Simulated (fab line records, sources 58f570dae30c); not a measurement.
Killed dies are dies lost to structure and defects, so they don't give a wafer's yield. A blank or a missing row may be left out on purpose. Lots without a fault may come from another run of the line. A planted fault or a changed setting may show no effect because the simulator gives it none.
A struck lot beside a sound one | flow berkeley_cmos170 | 17 steps out of a route of 331
Sound: wafers L363.1, L363.3, L363.4. Struck: wafers L377.4, L377.5, L377.6. The cause comes at the end.
At each step with rows: each side's tool, then ch and its chambers, then its first start. Under that, the readings that differ: sound wafers | struck wafers | difference of the means | sigmas: that difference in standard deviations of wafers without a fault.
alike: readings whose means differ by less than 2 such deviations, and words and numbers that are the same on both sides. not compared: withheld readings, readings that some wafer has no value for, bounds like >300 that may hide the same value, and numbers for which the record gives no deviation and whose values overlap.
The two part at a step that has a row with sigmas, a row that says differs or no value, or rows on one side only. Numbers that don't overlap but have no deviation are shown without sigmas and don't part them. A reading that every wafer of one side lacks parts them only if that side has two wafers or more.

first, 4 steps without rows for these wafers: UCB170_NWELL_WET_ETCH_19 (etches SiO2 in BOE, time 22 s); UCB170_PWELL_CLEAN_00 (cleans in SPM, time 600 s); UCB170_PWELL_CLEAN_01 (cleans in dHF, time 60 s); UCB170_PWELL_OXIDATION_02 (target thk 26.4 nm, ox time 1260 s).
UCB170_PWELL_THK_MEAS_03:
  sound on film_metro-02, day 2 23:53; struck on film_metro-04, day 6 06:42
  alike: PWELL_OXIDE_THK
then, 2 steps without rows for these wafers: UCB170_PWELL_ANNEAL_04 (time 900 s); UCB170_PWELL_CVD_05 (deposits Si3N4 from SiH2Cl2/NH3, target thk 220 nm, time 3300 s).
UCB170_PWELL_THK_MEAS_06:
  sound on film_metro-04, day 3 13:03; struck on film_metro-02, day 6 14:18
  alike: PWELL_NITRIDE_THK
then, 4 steps without rows for these wafers: UCB170_PWELL_HMDS_07 (prime time 60 s); UCB170_PWELL_COAT_08 (resist thk 900 nm); UCB170_PWELL_SOFTBAKE_09 (time 60 s); UCB170_PWELL_EXPOSE_10 (exposes mask PWELL, target cd 3000 nm).
UCB170_PWELL_PEB_11:
  sound on litho_track-01 ch 0, day 3 13:52; struck on litho_track-01 ch 0, day 6 15:46
  reading                  | sound                | struck               | difference | sigmas
  heater_power_total_W (W) | 56.90 56.72 56.78    | 59.15 59.06 59.18    | +2.33      | +53
  plate_temp_C (C)         | 130.05 130.42 130.04 | 134.09 134.17 134.10 | +3.95      | +33
then, 1 step without rows for these wafers: UCB170_PWELL_DEVELOP_12 (develop time 45 s).
UCB170_PWELL_OVL_MEAS_13:
  sound on overlay-01, day 3 14:08; struck on overlay-02, day 6 15:58
  alike: PWELL_OVL
UCB170_PWELL_ETCH_14: etches Si3N4 in CH3F/Ar/O2, stops on SiO2, target depth 242 nm, time 151 s.
  sound on rie_diel-03 ch 1,2,3, day 3 14:10; struck on rie_diel-03 ch 0,1,3, day 6 15:59
  reading                | sound          | struck         | difference | sigmas
  model.PWELL.cd_nm (nm) | 2999 3000 3000 | 3022 3021 3022 | +22        |
  alike: drypump_motor_current_A, oes_product_au, throttle_valve_pct
  not compared: rf_hours_counter_h
then, 1 step without rows for these wafers: UCB170_PWELL_IMPLANT_15.

WHERE THEY PART
Only at UCB170_PWELL_PEB_11, within this record. Later steps at which nothing parts them and some readings are alike: UCB170_PWELL_OVL_MEAS_13, UCB170_PWELL_ETCH_14.

WHY: what the simulator had put in
Process parameter drift: litho_track-01, from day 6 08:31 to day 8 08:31, at UCB170_PWELL_PEB_11. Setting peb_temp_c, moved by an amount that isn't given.
